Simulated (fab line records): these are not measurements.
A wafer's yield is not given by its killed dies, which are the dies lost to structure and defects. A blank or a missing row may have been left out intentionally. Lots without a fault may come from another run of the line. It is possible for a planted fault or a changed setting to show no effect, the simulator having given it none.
Which tool was responsible? :: flow rit-cmos :: 39 wafers from 13 lots sampled at 2 of the route's 202 steps

## WHAT THE GAUGES READ, wafer by wafer
RIT_GATE_CD_MEAS_16: the cd target is 150 nm.
lot: L296
measured: day 2 17:01
on: cd-sem-01
cd-nm (nm): 155.8 152.7 153.0

lot: L297
measured: day 2 19:17
on: cd-sem-02
cd-nm (nm): 154.5 152.9 152.9

lot: L298
measured: day 2 23:33
on: cd-sem-02
cd-nm (nm): 147.5 147.9 148.4

lot: L299
measured: day 3 05:44
on: cd-sem-02
cd-nm (nm): 150.7 151.6 152.9

lot: L301
measured: day 3 13:28
on: cd-sem-02
cd-nm (nm): 148.7 151.1 149.6

lot: L302
measured: day 3 20:06
on: cd-sem-01
cd-nm (nm): 13.5 - 132.7

lot: L306
measured: day 4 15:49
on: cd-sem-02
cd-nm (nm): 150.8 151.9 148.3

lot: L312
measured: day 5 23:09
on: cd-sem-01
cd-nm (nm): 150.0 149.4 149.3

lot: L315
measured: day 6 18:14
on: cd-sem-01
cd-nm (nm): 149.1 147.8 149.0

lot: L316
measured: day 7 07:44
on: cd-sem-02
cd-nm (nm): 147.1 147.2 147.2

lot: L317
measured: day 7 21:10
on: cd-sem-02
cd-nm (nm): 145.8 149.0 148.9

lot: L318
measured: day 7 21:27
on: cd-sem-02
cd-nm (nm): 150.7 150.2 151.8

lot: L319
measured: day 8 10:36
on: cd-sem-01
cd-nm (nm): 152.5 153.5 155.1

## WHICH TOOL RAN EACH LOT (tool, then ch and the chambers of the sampled wafers, then the start)
lot: L296
RIT_GATE_EXPOSE_13: iline-stepper-01 ch 0, day 2 16:37

lot: L297
RIT_GATE_EXPOSE_13: iline-stepper-02 ch 0, day 2 18:53

lot: L298
RIT_GATE_EXPOSE_13: iline-stepper-01 ch 0, day 2 23:09

lot: L299
RIT_GATE_EXPOSE_13: iline-stepper-02 ch 0, day 3 05:20

lot: L301
RIT_GATE_EXPOSE_13: iline-stepper-02 ch 0, day 3 13:04

lot: L302
RIT_GATE_EXPOSE_13: iline-stepper-01 ch 0, day 3 19:41

lot: L306
RIT_GATE_EXPOSE_13: iline-stepper-02 ch 0, day 4 15:22

lot: L312
RIT_GATE_EXPOSE_13: iline-stepper-02 ch 0, day 5 22:45

lot: L315
RIT_GATE_EXPOSE_13: iline-stepper-02 ch 0, day 6 17:49

lot: L316
RIT_GATE_EXPOSE_13: iline-stepper-01 ch 0, day 7 07:20

lot: L317
RIT_GATE_EXPOSE_13: iline-stepper-01 ch 0, day 7 20:46

lot: L318
RIT_GATE_EXPOSE_13: iline-stepper-02 ch 0, day 7 21:01

lot: L319
RIT_GATE_EXPOSE_13: iline-stepper-01 ch 0, day 8 10:12
- RIT_GATE_EXPOSE_13: exposes mask M6, target cd 150 nm.

## AS READ BY THE TOOLS THEMSELVES (means over the sampled wafers that have a number; for cases with no such wafer, the mark the record gives instead)
RIT_GATE_EXPOSE_13.
lot: L296
tool: iline-stepper-01
exposure-dose-mJ-cm2: 383.5
focus-offset-nm (nm): -0.1
reticle-temp-C (C): 23.11

lot: L297
tool: iline-stepper-02
exposure-dose-mJ-cm2: 383.2
focus-offset-nm (nm): 0.3
reticle-temp-C (C): 23.01

lot: L298
tool: iline-stepper-01
exposure-dose-mJ-cm2: 383.4
focus-offset-nm (nm): 0.2
reticle-temp-C (C): 23.02

lot: L299
tool: iline-stepper-02
exposure-dose-mJ-cm2: 383.6
focus-offset-nm (nm): 0.0
reticle-temp-C (C): 22.85

lot: L301
tool: iline-stepper-02
exposure-dose-mJ-cm2: 383.2
focus-offset-nm (nm): 0.6
reticle-temp-C (C): 23.12

lot: L302
tool: iline-stepper-01
exposure-dose-mJ-cm2: 368.3
focus-offset-nm (nm): -0.0
reticle-temp-C (C): 23.04

lot: L306
tool: iline-stepper-02
exposure-dose-mJ-cm2: 383.0
focus-offset-nm (nm): -0.6
reticle-temp-C (C): 23.11

lot: L312
tool: iline-stepper-02
exposure-dose-mJ-cm2: 382.8
focus-offset-nm (nm): -0.2
reticle-temp-C (C): 22.98

lot: L315
tool: iline-stepper-02
exposure-dose-mJ-cm2: 382.9
focus-offset-nm (nm): 0.0
reticle-temp-C (C): 23.09

lot: L316
tool: iline-stepper-01
exposure-dose-mJ-cm2: 382.8
focus-offset-nm (nm): 0.3
reticle-temp-C (C): 23.04

lot: L317
tool: iline-stepper-01
exposure-dose-mJ-cm2: 382.7
focus-offset-nm (nm): -0.1
reticle-temp-C (C): 22.97

lot: L318
tool: iline-stepper-02
exposure-dose-mJ-cm2: 383.8
focus-offset-nm (nm): -0.2
reticle-temp-C (C): 23.05

lot: L319
tool: iline-stepper-01
exposure-dose-mJ-cm2: 383.3
focus-offset-nm (nm): -0.4
reticle-temp-C (C): 22.87

## THE ANSWER, worked out from the rows above alone
Rule: the usual values come from the lots themselves. The widest of any qualifying gaps counts: lots, ordered by their means at a reading, are off when they make up no more than a third of the lots, leave a main group of 4 or more, and stand apart from it by 3 or more times the standard deviation of that group's means. A main group whose means are all the same, to the digits that the tables above print for the reading, isn't used. Also off: a lot with no number at a reading for which 4 or more lots have one. Any other lot the step has rows for is counted as sound. The gauges are gone through in route order, then the tools' own readings, and for those a lot's mean is taken as printed above. The first step at which some lot is off is used, and at that step the reading that is off furthest; a lot without a number counts as furthest.
Off: L302 (RIT_GATE_CD_MEAS_16, cd-nm). Main group: mean 150.4 nm, sd 2.3.
A tool fits if, at a process step before that reading, it ran every lot that is off, and no sound lot after the first of them. Not tried: the gauges at RIT_GATE_CD_MEAS_16; whatever is off there is also off at RIT_GATE_EXPOSE_13, on other tools, and gauge error can't account for it. Of those tried, none fits.

## WHAT WAS PUT IN BY THE SIMULATOR
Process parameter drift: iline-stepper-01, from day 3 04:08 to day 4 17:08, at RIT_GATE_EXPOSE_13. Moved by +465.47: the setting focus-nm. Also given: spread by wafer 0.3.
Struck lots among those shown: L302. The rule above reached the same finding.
